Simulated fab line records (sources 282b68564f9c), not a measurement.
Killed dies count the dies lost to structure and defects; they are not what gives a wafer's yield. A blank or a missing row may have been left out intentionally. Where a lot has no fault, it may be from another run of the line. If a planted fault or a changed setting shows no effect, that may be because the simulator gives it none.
fab line records + flow rit_cmos
record
- lots=13
- wafers=39
- last_day=8
route steps=202 shown NLDD@109 PLDD@117 M1@202
lots that met no fault: from a run of the same line without faults
start_h: the number of hours between the record's first day and the start of the first shown wafer of the lot + wait_h: hours elapsed since this lot's preceding step + " unchanged from the row above + L1.1+2: a row that stands for several wafers + - either no value or no given start + * or withheld: withheld + < > ~ a bound
route shown NAME@n: NAME is a module with steps in the file, n the number in the route of the first one + usual: mean/standard deviation taken from wafers without a fault + same: alike in all rows + chamber/n: place in a boat + sites: each site's reading + _std_site: their standard deviation + _edge_site: mean of outer sites minus mean of inner sites + radius_mm: for every site, how far away it sits from the centre of the wafer + mask NAME#n: copy n + behind: the tool/chamber that last shaped the wafer + hold: what put the lot on hold/how long, in hours/how the hold closed + device: names the non-switching transistor (n, p or np) + end of line: the route-end tests of the same wafers + where a step has no rows: the recipe by itself + killed: the dies lost at the first sort to structure and to defects; this is not the yield of the wafer + map: the dies of a wafer, with x for killed, . for not killed, _ for no die there
set.NAME: the setting as run; set.NAME@STEP: as run at that earlier step + model.NAME: the simulator's own value behind a step, which no gauge read
route steps across a sampled set of lots; one table per step, one row per wafer
services: a tool's chamber out of use, with start hour (start_h, from the record's first day; less than 0 if before it), hours out, and reason
## steps
# step RIT_NLDD_OVL_MEAS_06
# usual
- NLDD_OVL=0.4/1.4
| lot.wafer | tool       | chamber | start_h | wait_h | NLDD_OVL[nm] |
|-----------|------------|---------|---------|--------|--------------|
| L780.1    | overlay-02 | -       | 45.22   | -      | 0.7          |
| L780.3    | "          | -       | "       | "      | -0.3         |
| L780.4    | "          | -       | "       | "      | -0.1         |
| L781.2    | overlay-02 | -       | 48.02   | -      | -1.2         |
| L781.3    | "          | -       | "       | "      | 2.0          |
| L781.4    | "          | -       | "       | "      | 0.6          |
| L782.1    | overlay-01 | -       | 53.33   | -      | -0.5         |
| L782.2    | "          | -       | "       | "      | 0.5          |
| L782.5    | "          | -       | "       | "      | -1.3         |
| L783.2    | overlay-01 | -       | 57.31   | -      | -0.9         |
| L783.3    | "          | -       | "       | "      | 0.2          |
| L783.5    | "          | -       | "       | "      | 1.2          |
| L786.1    | overlay-01 | -       | 75.55   | -      | 0.8          |
| L786.3    | "          | -       | "       | "      | 2.2          |
| L786.6    | "          | -       | "       | "      | 0.4          |
| L787.2    | overlay-01 | -       | 78.07   | -      | -0.9         |
| L787.4    | "          | -       | "       | "      | 2.5          |
| L787.6    | "          | -       | "       | "      | 0.6          |
| L788.2    | overlay-02 | -       | 85.77   | -      | 2.0          |
| L788.3    | "          | -       | "       | "      | 0.9          |
| L788.6    | "          | -       | "       | "      | 2.0          |
| L792.1    | overlay-01 | -       | 108.22  | -      | -2.3         |
| L792.2    | "          | -       | "       | "      | -2.0         |
| L792.6    | "          | -       | "       | "      | -0.1         |
| L794.1    | overlay-02 | -       | 112.66  | -      | 3.2          |
| L794.4    | "          | -       | "       | "      | 2.8          |
| L794.6    | "          | -       | "       | "      | 1.9          |
| L796.1    | overlay-02 | -       | 122.79  | -      | 1.7          |
| L796.5    | "          | -       | "       | "      | 2.7          |
| L796.6    | "          | -       | "       | "      | 1.5          |
| L798.2    | overlay-02 | -       | 137.80  | -      | 0.0          |
| L798.4    | "          | -       | "       | "      | 1.0          |
| L798.6    | "          | -       | "       | "      | 1.0          |
| L801.2    | overlay-01 | -       | 151.74  | -      | 1.3          |
| L801.3    | "          | -       | "       | "      | 0.9          |
| L801.4    | "          | -       | "       | "      | -1.4         |
| L803.1    | overlay-02 | -       | 173.06  | -      | 0.7          |
| L803.4    | "          | -       | "       | "      | 0.5          |
| L803.6    | "          | -       | "       | "      | -0.1         |
# step RIT_NLDD_STRIP_09
# recipe
- chemistry=O2
- time_s=180
- resist=NOVOLAK
- platen_temp_c=withheld
- power_w=500
- pressure_mtorr=4000
- o2_flow_sccm=4000
# usual
- chamber_pressure_mTorr=4001/3.8
- drypump_motor_current_A=5.9/0.42
| lot.wafer | tool            | chamber | start_h | wait_h | chamber_pressure_mTorr | drypump_motor_current_A | rf_hours_counter_h |
|-----------|-----------------|---------|---------|--------|------------------------|-------------------------|--------------------|
| L780.1    | plasma_asher-04 | 0       | 45.56   | 0.1    | 4001                   | 6.0                     | 39                 |
| L780.3    | "               | 1       | "       | "      | 4004                   | 5.7                     | -                  |
| L780.4    | "               | 0       | "       | "      | 4002                   | 6.0                     | -                  |
| L781.2    | plasma_asher-04 | 1       | 48.35   | 0.1    | 4003                   | 5.7                     | 39                 |
| L781.3    | "               | 1       | "       | "      | 3999                   | 5.7                     | -                  |
| L781.4    | "               | 0       | "       | "      | 4000                   | 6.0                     | -                  |
| L782.1    | plasma_asher-02 | 0       | 53.66   | 0.1    | 3999                   | 6.2                     | 27                 |
| L782.2    | "               | 1       | "       | "      | 4002                   | 5.7                     | 27                 |
| L782.5    | "               | 0       | "       | "      | 3995                   | 6.2                     | -                  |
| L783.2    | plasma_asher-02 | 1       | 57.71   | 0.1    | 3999                   | 5.6                     | 27                 |
| L783.3    | "               | 0       | "       | "      | 3999                   | 6.2                     | -                  |
| L783.5    | "               | 0       | "       | "      | 4001                   | 6.2                     | -                  |
| L786.1    | plasma_asher-02 | 0       | 75.88   | 0.1    | 3994                   | 6.3                     | 30                 |
| L786.3    | "               | 0       | "       | "      | 4006                   | 6.3                     | -                  |
| L786.6    | "               | 1       | "       | "      | 3998                   | 5.6                     | -                  |
| L787.2    | plasma_asher-02 | 0       | 78.40   | 0.1    | 3997                   | 6.3                     | 30                 |
| L787.4    | "               | 1       | "       | "      | 3998                   | 5.6                     | -                  |
| L787.6    | "               | 0       | "       | "      | 3997                   | 6.3                     | -                  |
| L788.2    | plasma_asher-04 | 0       | 86.10   | 0.1    | 3995                   | 6.0                     | 44                 |
| L788.3    | "               | 1       | "       | "      | 3998                   | 5.7                     | -                  |
| L788.6    | "               | 0       | "       | "      | 4001                   | 6.1                     | -                  |
| L792.1    | plasma_asher-04 | 1       | 108.55  | 0.1    | 4007                   | 5.7                     | 46                 |
| L792.2    | "               | 0       | "       | "      | 4002                   | 6.0                     | 46                 |
| L792.6    | "               | 0       | "       | "      | 4001                   | 6.0                     | -                  |
| L794.1    | plasma_asher-02 | 1       | 112.99  | 0.1    | 4000                   | 5.6                     | 33                 |
| L794.4    | "               | 1       | "       | "      | 4008                   | 5.6                     | -                  |
| L794.6    | "               | 0       | "       | "      | 3997                   | 6.2                     | -                  |
| L796.1    | plasma_asher-04 | 1       | 123.13  | 0.1    | 3997                   | 5.7                     | 48                 |
| L796.5    | "               | 1       | "       | "      | 4005                   | 5.7                     | -                  |
| L796.6    | "               | 0       | "       | "      | 4004                   | 6.0                     | -                  |
| L798.2    | plasma_asher-01 | 1       | 138.13  | 0.1    | 3998                   | 5.0                     | 1                  |
| L798.4    | "               | 1       | "       | "      | 3999                   | 5.0                     | -                  |
| L798.6    | "               | 0       | "       | "      | 4000                   | 6.6                     | -                  |
| L801.2    | plasma_asher-04 | 0       | 152.07  | 0.1    | 3997                   | 6.0                     | 51                 |
| L801.3    | "               | 0       | "       | "      | 4003                   | 6.0                     | -                  |
| L801.4    | "               | 1       | "       | "      | 4002                   | 5.7                     | -                  |
| L803.1    | plasma_asher-04 | 0       | 173.39  | 0.1    | 4003                   | 6.1                     | 52                 |
| L803.4    | "               | 1       | "       | "      | 4004                   | 5.7                     | -                  |
| L803.6    | "               | 1       | "       | "      | 3999                   | 5.7                     | -                  |
# step RIT_PLDD_EXPOSE_03
# recipe
- mask_id=M8
- na=0.57
- target_cd_nm=40900
- dose_mj=250
# usual
- exposure_dose_mJ_cm2=249.95/0.26
| lot.wafer | tool             | chamber | start_h | wait_h | mask | exposure_dose_mJ_cm2 |
|-----------|------------------|---------|---------|--------|------|----------------------|
| L780.1    | iline_stepper-01 | 0       | 46.37   | 0.2    | M8#0 | 250.27               |
| L780.3    | "                | 0       | "       | "      | M8#0 | 249.91               |
| L780.4    | "                | 0       | "       | "      | M8#0 | 249.87               |
| L781.2    | iline_stepper-02 | 0       | 49.18   | 0.2    | M8#0 | 250.26               |
| L781.3    | "                | 0       | "       | "      | M8#0 | 250.28               |
| L781.4    | "                | 0       | "       | "      | M8#0 | 250.13               |
| L782.1    | iline_stepper-02 | 0       | 54.35   | 0.1    | M8#0 | 249.81               |
| L782.2    | "                | 0       | "       | "      | M8#0 | 250.24               |
| L782.5    | "                | 0       | "       | "      | M8#0 | 249.38               |
| L783.2    | iline_stepper-01 | 0       | 58.54   | 0.2    | M8#0 | 250.18               |
| L783.3    | "                | 0       | "       | "      | M8#0 | 250.32               |
| L783.5    | "                | 0       | "       | "      | M8#0 | 249.86               |
| L786.1    | iline_stepper-01 | 0       | 76.57   | 0.1    | M8#0 | 249.71               |
| L786.3    | "                | 0       | "       | "      | M8#0 | 250.02               |
| L786.6    | "                | 0       | "       | "      | M8#0 | 249.97               |
| L787.2    | iline_stepper-01 | 0       | 79.10   | 0.1    | M8#0 | 250.14               |
| L787.4    | "                | 0       | "       | "      | M8#0 | 250.09               |
| L787.6    | "                | 0       | "       | "      | M8#0 | 250.06               |
| L788.2    | iline_stepper-01 | 0       | 86.81   | 0.1    | M8#0 | 249.91               |
| L788.3    | "                | 0       | "       | "      | M8#0 | 249.57               |
| L788.6    | "                | 0       | "       | "      | M8#0 | 249.48               |
| L792.1    | iline_stepper-01 | 0       | 109.36  | 0.2    | M8#0 | 250.21               |
| L792.2    | "                | 0       | "       | "      | M8#0 | 249.92               |
| L792.6    | "                | 0       | "       | "      | M8#0 | 250.23               |
| L794.1    | iline_stepper-02 | 0       | 113.80  | 0.2    | M8#0 | 249.95               |
| L794.4    | "                | 0       | "       | "      | M8#0 | 250.05               |
| L794.6    | "                | 0       | "       | "      | M8#0 | 250.09               |
| L796.1    | iline_stepper-02 | 0       | 123.94  | 0.2    | M8#0 | 250.07               |
| L796.5    | "                | 0       | "       | "      | M8#0 | 249.78               |
| L796.6    | "                | 0       | "       | "      | M8#0 | 250.18               |
| L798.2    | iline_stepper-02 | 0       | 138.96  | 0.2    | M8#0 | 250.05               |
| L798.4    | "                | 0       | "       | "      | M8#0 | 249.65               |
| L798.6    | "                | 0       | "       | "      | M8#0 | 249.74               |
| L801.2    | iline_stepper-02 | 0       | 152.90  | 0.2    | M8#0 | 250.11               |
| L801.3    | "                | 0       | "       | "      | M8#0 | 249.96               |
| L801.4    | "                | 0       | "       | "      | M8#0 | 250.03               |
| L803.1    | iline_stepper-02 | 0       | 174.20  | 0.2    | M8#0 | 249.57               |
| L803.4    | "                | 0       | "       | "      | M8#0 | 249.62               |
| L803.6    | "                | 0       | "       | "      | M8#0 | 249.72               |
# step RIT_PLDD_OVL_MEAS_06
# usual
- PLDD_OVL=0.5/1.4
| lot.wafer | tool       | chamber | start_h | wait_h | hold                     | PLDD_OVL[nm] |
|-----------|------------|---------|---------|--------|--------------------------|--------------|
| L780.1    | overlay-02 | -       | 46.77   | -      | -                        | 1.9          |
| L780.3    | "          | -       | "       | "      | -                        | 0.1          |
| L780.4    | "          | -       | "       | "      | -                        | -0.1         |
| L781.2    | overlay-01 | -       | 49.57   | -      | -                        | 0.5          |
| L781.3    | "          | -       | "       | "      | -                        | 2.7          |
| L781.4    | "          | -       | "       | "      | -                        | 1.0          |
| L782.1    | overlay-02 | -       | 54.75   | -      | -                        | 0.1          |
| L782.2    | "          | -       | "       | "      | -                        | 0.5          |
| L782.5    | "          | -       | "       | "      | -                        | 1.2          |
| L783.2    | overlay-01 | -       | 58.92   | -      | -                        | -1.3         |
| L783.3    | "          | -       | "       | "      | -                        | 0.7          |
| L783.5    | "          | -       | "       | "      | -                        | -0.4         |
| L786.1    | overlay-02 | -       | 76.97   | -      | await_dispo/0.2h/release | 132.4        |
| L786.3    | "          | -       | "       | "      | await_dispo/0.2h/release | 134.5        |
| L786.6    | "          | -       | "       | "      | await_dispo/0.2h/release | 132.4        |
| L786.1    | overlay-02 | -       | 77.17   | 0.2    | -                        | 133.2        |
| L786.3    | "          | -       | "       | "      | -                        | 135.9        |
| L786.6    | "          | -       | "       | "      | -                        | 132.8        |
| L787.2    | overlay-01 | -       | 79.49   | -      | await_dispo/0.2h/release | 128.4        |
| L787.4    | "          | -       | "       | "      | await_dispo/0.2h/release | 128.6        |
| L787.6    | "          | -       | "       | "      | await_dispo/0.2h/release | 127.2        |
| L787.2    | overlay-01 | -       | 79.69   | 0.2    | -                        | 129.3        |
| L787.4    | "          | -       | "       | "      | -                        | 129.5        |
| L787.6    | "          | -       | "       | "      | -                        | 127.9        |
| L788.2    | overlay-01 | -       | 87.19   | -      | await_dispo/0.2h/release | 130.2        |
| L788.3    | "          | -       | "       | "      | await_dispo/0.2h/release | 129.1        |
| L788.6    | "          | -       | "       | "      | await_dispo/0.2h/release | 129.5        |
| L788.2    | overlay-01 | -       | 87.39   | 0.2    | -                        | 131.5        |
| L788.3    | "          | -       | "       | "      | -                        | 130.5        |
| L788.6    | "          | -       | "       | "      | -                        | 130.6        |
| L792.1    | overlay-02 | -       | 109.76  | -      | await_dispo/0.2h/release | 133.1        |
| L792.2    | "          | -       | "       | "      | await_dispo/0.2h/release | 133.0        |
| L792.6    | "          | -       | "       | "      | await_dispo/0.2h/release | 131.8        |
| L792.1    | overlay-02 | -       | 109.97  | 0.2    | -                        | 133.7        |
| L792.2    | "          | -       | "       | "      | -                        | 134.1        |
| L792.6    | "          | -       | "       | "      | -                        | 132.8        |
| L794.1    | overlay-02 | -       | 114.20  | -      | -                        | 1.4          |
| L794.4    | "          | -       | "       | "      | -                        | 1.3          |
| L794.6    | "          | -       | "       | "      | -                        | 2.8          |
| L796.1    | overlay-01 | -       | 124.34  | -      | -                        | 1.4          |
| L796.5    | "          | -       | "       | "      | -                        | -0.2         |
| L796.6    | "          | -       | "       | "      | -                        | 2.4          |
| L798.2    | overlay-02 | -       | 139.35  | -      | -                        | 1.9          |
| L798.4    | "          | -       | "       | "      | -                        | 0.4          |
| L798.6    | "          | -       | "       | "      | -                        | 1.9          |
| L801.2    | overlay-02 | -       | 153.29  | -      | -                        | 0.3          |
| L801.3    | "          | -       | "       | "      | -                        | 0.6          |
| L801.4    | "          | -       | "       | "      | -                        | 1.7          |
| L803.1    | overlay-01 | -       | 174.62  | -      | -                        | 0.6          |
| L803.4    | "          | -       | "       | "      | -                        | 2.4          |
| L803.6    | "          | -       | "       | "      | -                        | 0.5          |
# step RIT_PLDD_STRIP_09
# recipe
- chemistry=O2
- time_s=180
- resist=NOVOLAK
- platen_temp_c=withheld
- power_w=500
- pressure_mtorr=4000
- o2_flow_sccm=4000
# usual
- chamber_pressure_mTorr=4000/3.4
- drypump_motor_current_A=5.7/0.49
| lot.wafer | tool            | chamber | start_h | wait_h | chamber_pressure_mTorr | drypump_motor_current_A | rf_hours_counter_h |
|-----------|-----------------|---------|---------|--------|------------------------|-------------------------|--------------------|
| L780.1    | plasma_asher-03 | 1       | 47.10   | 0.1    | 4007                   | 5.6                     | 41                 |
| L780.3    | "               | 0       | "       | "      | 3997                   | 5.3                     | -                  |
| L780.4    | "               | 1       | "       | "      | 3996                   | 5.6                     | -                  |
| L781.2    | plasma_asher-03 | 0       | 49.90   | 0.1    | 4007                   | 5.3                     | 42                 |
| L781.3    | "               | 1       | "       | "      | 4000                   | 5.6                     | -                  |
| L781.4    | "               | 0       | "       | "      | 4005                   | 5.3                     | -                  |
| L782.1    | plasma_asher-03 | 0       | 55.08   | 0.1    | 4001                   | 5.3                     | 42                 |
| L782.2    | "               | 1       | "       | "      | 4005                   | 5.6                     | 42                 |
| L782.5    | "               | 0       | "       | "      | 3996                   | 5.3                     | -                  |
| L783.2    | plasma_asher-01 | 1       | 59.25   | 0.1    | 4000                   | 5.0                     | 41                 |
| L783.3    | "               | 1       | "       | "      | 3999                   | 5.0                     | -                  |
| L783.5    | "               | 1       | "       | "      | 4008                   | 5.0                     | -                  |
| L794.1    | plasma_asher-04 | 0       | 114.54  | 0.1    | 4002                   | 6.0                     | 47                 |
| L794.4    | "               | 0       | "       | "      | 4002                   | 6.1                     | -                  |
| L794.6    | "               | 1       | "       | "      | 3997                   | 5.7                     | -                  |
| L796.1    | plasma_asher-01 | 0       | 124.67  | 0.1    | 4001                   | 6.6                     | 0                  |
| L796.5    | "               | 1       | "       | "      | 3999                   | 5.0                     | -                  |
| L796.6    | "               | 0       | "       | "      | 4001                   | 6.6                     | -                  |
| L798.2    | plasma_asher-01 | 0       | 139.68  | 0.1    | 3998                   | 6.6                     | 2                  |
| L798.4    | "               | 1       | "       | "      | 3995                   | 5.0                     | -                  |
| L798.6    | "               | 0       | "       | "      | 4003                   | 6.6                     | -                  |
| L801.2    | plasma_asher-04 | 0       | 153.62  | 0.1    | 4003                   | 6.0                     | 51                 |
| L801.3    | "               | 1       | "       | "      | 3997                   | 5.7                     | -                  |
| L801.4    | "               | 0       | "       | "      | 3994                   | 6.0                     | -                  |
| L803.1    | plasma_asher-04 | 1       | 174.96  | 0.1    | 3996                   | 5.7                     | 53                 |
| L803.4    | "               | 1       | "       | "      | 4001                   | 5.7                     | -                  |
| L803.6    | "               | 0       | "       | "      | 4003                   | 6.0                     | -                  |
# step RIT_M1_PROBE_99
# usual
- defect_limited_yield=97.4/1.1
- killed_at_M0_to_M3=0.0/0.12
- killed_at_contacts=0.1/0.24
- killed_at_front_end=6.7/2.9
- killed_dies=6.8/2.9
- killed_open=3.5/2
- killed_short=3.2/1.9
- sort_bin_3_pad_short=0.1/0.22
- sort_bin_5_function=1.4/0.82
- sort_bin_6_memory=1.0/0.64
- sort_n_pass=257.2/2.9
- sort_yield_pct=97.4/1.1
# same
- gross_dies=264
- killed_at_M4_up=0
- killed_at_back_side=0
- killed_at_other=0
| lot.wafer | tool      | chamber | start_h | wait_h | defect_limited_yield[%] | killed_at_M0_to_M3 | killed_at_contacts | killed_at_front_end | killed_dies | killed_open | killed_short | sort_bin_3_pad_short[%] | sort_bin_5_function[%] | sort_bin_6_memory[%] | sort_n_pass | sort_yield_pct[%] |
|-----------|-----------|---------|---------|--------|-------------------------|--------------------|--------------------|---------------------|-------------|-------------|--------------|-------------------------|------------------------|----------------------|-------------|-------------------|
| L780.1    | prober-01 | -       | 60.71   | 0.1    | 97.7                    | 0                  | 0                  | 6                   | 6           | 0           | 6            | 0.4                     | 1.1                    | 0.8                  | 258.0       | 97.7              |
| L780.3    | prober-01 | -       | 60.81   | 0.2    | 98.1                    | 0                  | 1                  | 4                   | 5           | 3           | 2            | 0.4                     | 0.8                    | 0.8                  | 259.0       | 98.1              |
| L780.4    | prober-01 | -       | 60.86   | 0.2    | 99.6                    | 0                  | 0                  | 1                   | 1           | 1           | 0            | 0                       | 0.4                    | 0                    | 263.0       | 99.6              |
| L781.2    | prober-02 | -       | 63.60   | 0.1    | 96.2                    | 0                  | 0                  | 10                  | 10          | 2           | 8            | 0.4                     | 2.7                    | 0.8                  | 254.0       | 96.2              |
| L781.3    | prober-02 | -       | 63.65   | 0.2    | 95.8                    | 0                  | 0                  | 11                  | 11          | 6           | 5            | 0.4                     | 1.1                    | 2.7                  | 253.0       | 95.8              |
| L781.4    | prober-02 | -       | 63.70   | 0.2    | 97.0                    | 0                  | 0                  | 8                   | 8           | 3           | 5            | 0                       | 2.3                    | 0.8                  | 256.0       | 97.0              |
| L782.1    | prober-01 | -       | 68.66   | 0.1    | 97.3                    | 0                  | 0                  | 7                   | 7           | 3           | 3            | 0                       | 1.9                    | 0.8                  | 257.0       | 97.3              |
| L782.2    | prober-01 | -       | 68.71   | 0.1    | 98.9                    | 0                  | 0                  | 3                   | 3           | 1           | 2            | 0                       | 0.8                    | 0.4                  | 261.0       | 98.9              |
| L782.5    | prober-01 | -       | 68.86   | 0.2    | 96.6                    | 0                  | 1                  | 8                   | 9           | 4           | 5            | 0.8                     | 1.9                    | 0.8                  | 255.0       | 96.6              |
| L783.2    | prober-02 | -       | 73.16   | 0.1    | 95.8                    | 0                  | 0                  | 11                  | 11          | 5           | 6            | 0                       | 3.0                    | 1.1                  | 253.0       | 95.8              |
| L783.3    | prober-02 | -       | 73.21   | 0.2    | 98.9                    | 0                  | 0                  | 3                   | 3           | 2           | 1            | 0.4                     | 0.8                    | 0                    | 261.0       | 98.9              |
| L783.5    | prober-02 | -       | 73.31   | 0.2    | 95.8                    | 0                  | 0                  | 11                  | 11          | 8           | 3            | 0                       | 3.8                    | 0.4                  | 253.0       | 95.8              |
| L794.1    | prober-01 | -       | 128.52  | 0.1    | 98.1                    | 0                  | 0                  | 5                   | 5           | 3           | 2            | 0                       | 1.5                    | 0.4                  | 259.0       | 98.1              |
| L794.4    | prober-01 | -       | 128.67  | 0.2    | 97.7                    | 0                  | 0                  | 6                   | 6           | 2           | 4            | 0                       | 1.9                    | 0.4                  | 258.0       | 97.7              |
| L794.6    | prober-01 | -       | 128.77  | 0.2    | 98.9                    | 0                  | 0                  | 3                   | 3           | 0           | 3            | 0.4                     | 0.4                    | 0.4                  | 261.0       | 98.9              |
| L796.1    | prober-01 | -       | 139.15  | 0.1    | 97.7                    | 0                  | 0                  | 6                   | 6           | 2           | 4            | 0.4                     | 1.5                    | 0.4                  | 258.0       | 97.7              |
| L796.5    | prober-01 | -       | 139.35  | 0.2    | 97.0                    | 1                  | 0                  | 7                   | 8           | 5           | 3            | 0                       | 1.5                    | 1.5                  | 256.0       | 97.0              |
| L796.6    | prober-01 | -       | 139.40  | 0.2    | 98.5                    | 0                  | 0                  | 4                   | 4           | 4           | 0            | 0                       | 0.8                    | 0.8                  | 260.0       | 98.5              |
| L798.2    | prober-01 | -       | 153.41  | 0.1    | 98.5                    | 0                  | 0                  | 4                   | 4           | 2           | 2            | 0                       | 0.4                    | 1.1                  | 260.0       | 98.5              |
| L798.4    | prober-01 | -       | 153.51  | 0.2    | 95.5                    | 0                  | 0                  | 12                  | 12          | 8           | 4            | 0.4                     | 3.8                    | 0.4                  | 252.0       | 95.5              |
| L798.6    | prober-01 | -       | 153.61  | 0.2    | 97.7                    | 0                  | 0                  | 6                   | 6           | 3           | 3            | 0                       | 1.5                    | 0.8                  | 258.0       | 97.7              |
| L801.2    | prober-02 | -       | 168.33  | 0.1    | 96.2                    | 0                  | 0                  | 10                  | 10          | 4           | 5            | 0.8                     | 1.9                    | 1.1                  | 254.0       | 96.2              |
| L801.3    | prober-02 | -       | 168.38  | 0.2    | 97.3                    | 0                  | 0                  | 7                   | 7           | 2           | 5            | 0                       | 1.5                    | 1.1                  | 257.0       | 97.3              |
| L801.4    | prober-02 | -       | 168.43  | 0.2    | 97.0                    | 0                  | 0                  | 8                   | 8           | 5           | 3            | 0.4                     | 1.5                    | 1.1                  | 256.0       | 97.0              |
| L803.1    | prober-02 | -       | 188.69  | 0.1    | 98.1                    | 0                  | 0                  | 5                   | 5           | 3           | 2            | 0.4                     | 1.5                    | 0                    | 259.0       | 98.1              |
| L803.4    | prober-02 | -       | 188.84  | 0.2    | 97.7                    | 0                  | 0                  | 6                   | 6           | 5           | 1            | 0                       | 2.3                    | 0                    | 258.0       | 97.7              |
| L803.6    | prober-02 | -       | 188.94  | 0.2    | 96.6                    | 0                  | 0                  | 9                   | 9           | 4           | 5            | 0                       | 2.3                    | 1.1                  | 255.0       | 96.6              |
# killed by level:class
L780.1 GATE:geometric_particle:short=2 SILICIDE:geometric_particle:short=2 FOX1:geometric_particle:short=1 REOX:geometric_particle:short=1
L780.3 SILICIDE:geometric_particle:open=2 GATE:geometric_particle:short=1 GATE:geometric_particle:open=1 CONTACT:geometric_particle:short=1
L780.4 FOX1:geometric_particle:open=1
L781.2 GATE:geometric_particle:short=2 SPACER:geometric_particle:short=2 SILICIDE:geometric_particle:short=2 FOX1:geometric_particle:short=1 GATE:geometric_particle:open=1 REOX:geometric_particle:short=1 REOX:geometric_particle:open=1
L781.3 GATE:geometric_particle:open=3 GATE:geometric_particle:short=2 REOX:geometric_particle:short=2 FOX1:geometric_particle:open=1 REOX:geometric_particle:open=1 SPACER:geometric_particle:open=1 SPACER:geometric_particle:short=1
L781.4 REOX:geometric_particle:short=3 FOX2:geometric_particle:short=1 GATE:geometric_particle:short=1 REOX:geometric_particle:open=1 SPACER:geometric_particle:open=1 SILICIDE:geometric_particle:open=1
L782.1 GATE:geometric_particle:open=2 GATE:geometric_particle:short=2 FOX2:geometric_particle:short=1 FOX2:geometric_particle:open=1 PWELL:coat_microbubble_printed=1
L782.2 GATE:geometric_particle:short=2 REOX:geometric_particle:open=1
L782.5 SPACER:geometric_particle:short=3 SPACER:geometric_particle:open=2 FOX1:geometric_particle:open=1 GATE:geometric_particle:short=1 REOX:geometric_particle:short=1 CONTACT:geometric_particle:open=1
L783.2 FOX1:geometric_particle:short=2 GATE:geometric_particle:short=2 SILICIDE:geometric_particle:open=2 FOX2:geometric_particle:open=1 FOX2:geometric_particle:short=1 GATE:geometric_particle:open=1 REOX:geometric_particle:short=1 REOX:geometric_particle:open=1
L783.3 FOX2:geometric_particle:open=1 GATE:geometric_particle:short=1 GATE:geometric_particle:open=1
L783.5 FOX1:geometric_particle:open=5 REOX:geometric_particle:open=2 FOX1:geometric_particle:short=1 GATE:geometric_particle:open=1 GATE:geometric_particle:short=1 REOX:geometric_particle:short=1
L794.1 SPACER:geometric_particle:open=3 GATE:geometric_particle:short=2
L794.4 FOX2:geometric_particle:short=1 FOX2:geometric_particle:open=1 REOX:geometric_particle:open=1 REOX:geometric_particle:short=1 SPACER:geometric_particle:short=1 SILICIDE:geometric_particle:short=1
L794.6 REOX:geometric_particle:short=2 GATE:geometric_particle:short=1
L796.1 GATE:geometric_particle:open=2 GATE:geometric_particle:short=1 REOX:geometric_particle:short=1 SPACER:geometric_particle:short=1 SILICIDE:geometric_particle:short=1
L796.5 GATE:geometric_particle:open=2 SILICIDE:geometric_particle:short=2 FOX1:geometric_particle:open=1 FOX2:geometric_particle:open=1 SILICIDE:geometric_particle:open=1 M1:geometric_particle:short=1
L796.6 GATE:geometric_particle:open=2 FOX1:geometric_particle:open=1 SPACER:geometric_particle:open=1
L798.2 GATE:geometric_particle:open=2 SILICIDE:geometric_particle:short=2
L798.4 GATE:geometric_particle:open=4 FOX2:geometric_particle:open=2 FOX1:geometric_particle:short=1 FOX2:geometric_particle:short=1 REOX:geometric_particle:short=1 REOX:geometric_particle:open=1 SPACER:geometric_particle:short=1 SILICIDE:geometric_particle:open=1
L798.6 SPACER:geometric_particle:open=2 FOX1:geometric_particle:short=1 GATE:geometric_particle:open=1 GATE:geometric_particle:short=1 SPACER:geometric_particle:short=1
L801.2 SILICIDE:geometric_particle:short=3 SPACER:geometric_particle:open=2 FOX1:geometric_particle:open=1 GATE:geometric_particle:short=1 SPACER:geometric_particle:short=1 SILICIDE:geometric_particle:open=1 PLDD:coat_microbubble_printed=1
L801.3 SILICIDE:geometric_particle:short=3 REOX:geometric_particle:short=2 GATE:geometric_particle:open=1 SILICIDE:geometric_particle:open=1
L801.4 SPACER:geometric_particle:open=3 FOX1:geometric_particle:open=1 GATE:geometric_particle:short=1 FOX2:geometric_particle:short=1 REOX:geometric_particle:open=1 SILICIDE:geometric_particle:short=1
L803.1 FOX1:geometric_particle:open=2 FOX2:geometric_particle:open=1 FOX2:geometric_particle:short=1 GATE:geometric_particle:short=1
L803.4 GATE:geometric_particle:open=2 FOX2:geometric_particle:open=1 FOX2:geometric_particle:short=1 REOX:geometric_particle:open=1 SILICIDE:geometric_particle:open=1
L803.6 SPACER:geometric_particle:open=2 FOX1:geometric_particle:open=1 FOX1:geometric_particle:short=1 FOX2:geometric_particle:short=1 GATE:geometric_particle:short=1 GATE:geometric_particle:open=1 REOX:geometric_particle:short=1 SILICIDE:geometric_particle:short=1
## services
| tool             | chamber | start_h | hours | kind        |
|------------------|---------|---------|-------|-------------|
| plasma_asher-02  | -       | 32.06   | 0.5   | repair      |
| iline_stepper-01 | -       | 49.18   | 4.2   | repair      |
| plasma_asher-01  | -       | 65.01   | 13.4  | repair      |
| iline_stepper-02 | 0       | 99.87   | -     | calibration |
| plasma_asher-01  | -       | 108.75  | 9.0   | pm          |
| plasma_asher-01  | 0       | 108.75  | 9.0   | vent_cycle  |
| plasma_asher-01  | 1       | 108.75  | 9.0   | vent_cycle  |
| plasma_asher-01  | 0       | 117.75  | -     | clean       |
| plasma_asher-01  | 1       | 117.75  | -     | clean       |
| plasma_asher-01  | -       | 119.94  | 4.3   | repair      |
| iline_stepper-01 | 0       | 148.56  | -     | calibration |
## key
first_sign
- step=RIT_PLDD_OVL_MEAS_06
- reading=visit
- direction=added
effect
- step=RIT_PLDD_OVL_MEAS_06
- reading=PLDD_OVL
- direction=up
- sigmas=92
- usual=0.5
- struck=130.8
met_at RIT_PLDD_EXPOSE_03
struck_lots L786,L787,L788,L792
scrapped_behind RIT_PLDD_OVL_MEAS_06 L786.1,L786.3,L786.6,L787.2,L787.4,L787.6,L788.2,L788.3,L788.6,L792.1,L792.2,L792.6
not_acting_at RIT_NLDD_OVL_MEAS_06,RIT_NLDD_STRIP_09,RIT_PLDD_STRIP_09
onset_between 58.54 76.57
fault
- kind=scanner_matching_overlay
- tool=iline_stepper-01
- chamber=-
- onset_h=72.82
- steps=RIT_PLDD_EXPOSE_03
- offset=130
